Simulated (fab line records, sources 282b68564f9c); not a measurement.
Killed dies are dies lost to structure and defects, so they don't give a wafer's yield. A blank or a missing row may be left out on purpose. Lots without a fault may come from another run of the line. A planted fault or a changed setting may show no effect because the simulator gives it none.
A struck lot beside a sound one | flow rit_cmos | 43 steps out of a route of 202
Sound: wafers L632.1, L632.5, L632.6. Struck: wafers L639.2, L639.5. (L639.6 of the same lot was not struck and is left out.) The cause comes at the end.
At each step with rows: each side's tool, then ch and its chambers, then its first start. Under that, the readings that differ: sound wafers | struck wafers | difference of the means | sigmas: that difference in standard deviations of wafers without a fault.
alike: readings whose means differ by less than 2 such deviations, and words and numbers that are the same on both sides. not compared: withheld readings, readings that some wafer has no value for, bounds like >300 that may hide the same value, and numbers for which the record gives no deviation and whose values overlap.
The two part at a step that has a row with sigmas, a row that says differs or no value, or rows on one side only. Numbers that don't overlap but have no deviation are shown without sigmas and don't part them. A reading that every wafer of one side lacks parts them only if that side has two wafers or more.

first, 1 step without rows for these wafers: RIT_NSD_IMPLANT_08.
RIT_NSD_STRIP_09: strips in O2, time 180 s.
  sound on plasma_asher-03 ch 0,1, day 4 12:11; struck on plasma_asher-02 ch 1, day 6 02:50
  alike: drypump_motor_current_A
  not compared: rf_hours_counter_h
RIT_NSD_TW_MEAS_10:
  sound on film_metro-04, day 4 12:21; struck on film_metro-03, day 6 03:01
  alike: NSD_TW
then, 6 steps without rows for these wafers: RIT_PSD_HMDS_00 (prime time 60 s); RIT_PSD_COAT_01 (resist thk 1000 nm); RIT_PSD_SOFTBAKE_02 (time 60 s); RIT_PSD_EXPOSE_03 (exposes mask M10, target cd 40900 nm); RIT_PSD_PEB_04; RIT_PSD_DEVELOP_05 (develop time 50 s).
RIT_PSD_OVL_MEAS_06:
  sound on overlay-02, day 4 13:25; struck on overlay-01, day 6 03:55
  alike: PSD_OVL
then, 2 steps without rows for these wafers: RIT_PSD_HARDBAKE_07 (time 60 s); RIT_PSD_IMPLANT_08.
RIT_PSD_STRIP_09: strips in O2, time 180 s.
  sound on plasma_asher-03 ch 0,1, day 4 13:46; struck on plasma_asher-01 ch 0, day 6 04:19
  alike: drypump_motor_current_A
  not compared: rf_hours_counter_h
RIT_PSD_TW_MEAS_10:
  sound on film_metro-04, day 4 13:56; struck on film_metro-02, day 6 04:30
  alike: PSD_TW
then, 4 steps without rows for these wafers: RIT_SDANNEAL_CLEAN_00 (cleans in SC1, time 600 s); RIT_SDANNEAL_CLEAN_01 (cleans in dHF, time 30 s); RIT_SDANNEAL_CLEAN_02 (cleans in SC2, time 600 s); RIT_SDANNEAL_RTA_03 (time 5 s).
RIT_SDANNEAL_RS_MEAS_04: measures by four-point-probe.
  sound on film_metro-03, day 4 14:31; struck on film_metro-02, day 6 05:02
  alike: PSD_RS
RIT_SDANNEAL_RS_MEAS_05: measures by four-point-probe.
  sound on film_metro-03, day 4 14:38; struck on film_metro-02, day 6 05:09
  alike: NSD_RS
RIT_SDANNEAL_RS_MEAS_06: measures by four-point-probe.
  sound on film_metro-03, day 4 14:45; struck on film_metro-02, day 6 05:16
  alike: PLDD_RS
RIT_SDANNEAL_RS_MEAS_07: measures by four-point-probe.
  sound on film_metro-03, day 4 14:52; struck on film_metro-02, day 6 05:23
  alike: NLDD_RS
then, 1 step without rows for these wafers: RIT_SILICIDE_WET_ETCH_00 (etches SiO2 in BOE, target depth 14 nm, time 15 s).
RIT_SILICIDE_SPUTTER_01: material Ti, target thk 30 nm, time 240 s.
  sound on pvd_sputter-04, day 4 15:00; struck on pvd_sputter-04, day 6 05:31
  alike: throttle_valve_pct
RIT_SILICIDE_RS_MEAS_02: measures by four-point-probe.
  sound on film_metro-02, day 4 15:09; struck on film_metro-04, day 6 05:41
  reading                 | sound          | struck    | difference | sigmas
  SILICIDE_TI_RS (ohm/sq) | 46.8 47.6 47.1 | 49.2 48.2 | +1.5       | +2
RIT_SILICIDE_THK_MEAS_03: measures by xrf.
  sound on film_metro-02, day 4 15:16; struck on film_metro-04, day 6 05:48
  reading              | sound          | struck    | difference | sigmas
  SILICIDE_TI_THK (nm) | 31.3 30.8 30.8 | 29.8 30.4 | -0.9       | -2
then, 2 steps without rows for these wafers: RIT_SILICIDE_RTA_04 (time 10 s, ramp up 5 s, ramp down 5 s); RIT_SILICIDE_WET_ETCH_05 (etches Ti in SPM, time 120 s).
RIT_SILICIDE_RTA_06: time 10 s, ramp up 5 s, ramp down 10 s.
  sound on rtp_anneal-02 ch 0, day 4 15:26; struck on rtp_anneal-01 ch 0, day 6 05:58
  alike: wafer_temp_C_max
RIT_CONTACT_CVD_00: deposits SiO2 from TEOS, target thk 400 nm, time 61 s.
  sound on pecvd-03 ch 0,1, day 4 15:34; struck on pecvd-01 ch 0,1, day 6 06:02
  alike: heater_power_w
RIT_CONTACT_THK_MEAS_01:
  sound on film_metro-01, day 4 15:37; struck on film_metro-01, day 6 06:05
  alike: CONTACT_TEOS_THK
then, 6 steps without rows for these wafers: RIT_CONTACT_HMDS_02 (prime time 60 s); RIT_CONTACT_COAT_03 (resist thk 1000 nm); RIT_CONTACT_SOFTBAKE_04 (time 60 s); RIT_CONTACT_EXPOSE_05 (exposes mask M11, target cd 1000 nm); RIT_CONTACT_PEB_06; RIT_CONTACT_DEVELOP_07 (develop time 120 s).
RIT_CONTACT_CD_MEAS_08: target cd 1000 nm.
  sound on cd_sem-02, day 4 16:39; struck on cd_sem-01, day 6 07:15
  alike: cd_nm
RIT_CONTACT_OVL_MEAS_09:
  sound on overlay-02, day 4 16:46; struck on overlay-01, day 6 07:21
  alike: CONTACT_OVL
then, 1 step without rows for these wafers: RIT_CONTACT_HARDBAKE_10 (time 60 s).
RIT_CONTACT_ETCH_11: etches SiO2 in CHF3/CF4/Ar, stops on TiSi2, target depth 480 nm, time 320 s.
  sound on rie_diel-01 ch 0,1,2, day 4 16:57; struck on rie_diel-02 ch 0,1, day 6 07:32
  alike: drypump_motor_current_A, oes_product_au, throttle_valve_pct
  not compared: rf_hours_counter_h
then, 1 step without rows for these wafers: RIT_CONTACT_STRIP_12 (strips in O2, time 180 s).
RIT_M1_PROBE_99:
  sound on prober-02, day 4 22:50; struck on prober-01, day 6 15:55
  reading             | sound | struck | difference | sigmas
  killed_at_contacts  | 0 0 0 | 0 1    | +0         | +2
  killed_at_front_end | 5 5 5 | 23 18  | +16        | +5
  killed_dies         | 5 5 5 | 23 19  | +16        | +5
  killed_on_rim       | 2 1 3 | 12 9   | +8         | +6
  alike: killed_open, killed_short

WHERE THEY PART
First at RIT_SILICIDE_RS_MEAS_02; last, within this record, at RIT_M1_PROBE_99.

WHY: what the simulator had put in
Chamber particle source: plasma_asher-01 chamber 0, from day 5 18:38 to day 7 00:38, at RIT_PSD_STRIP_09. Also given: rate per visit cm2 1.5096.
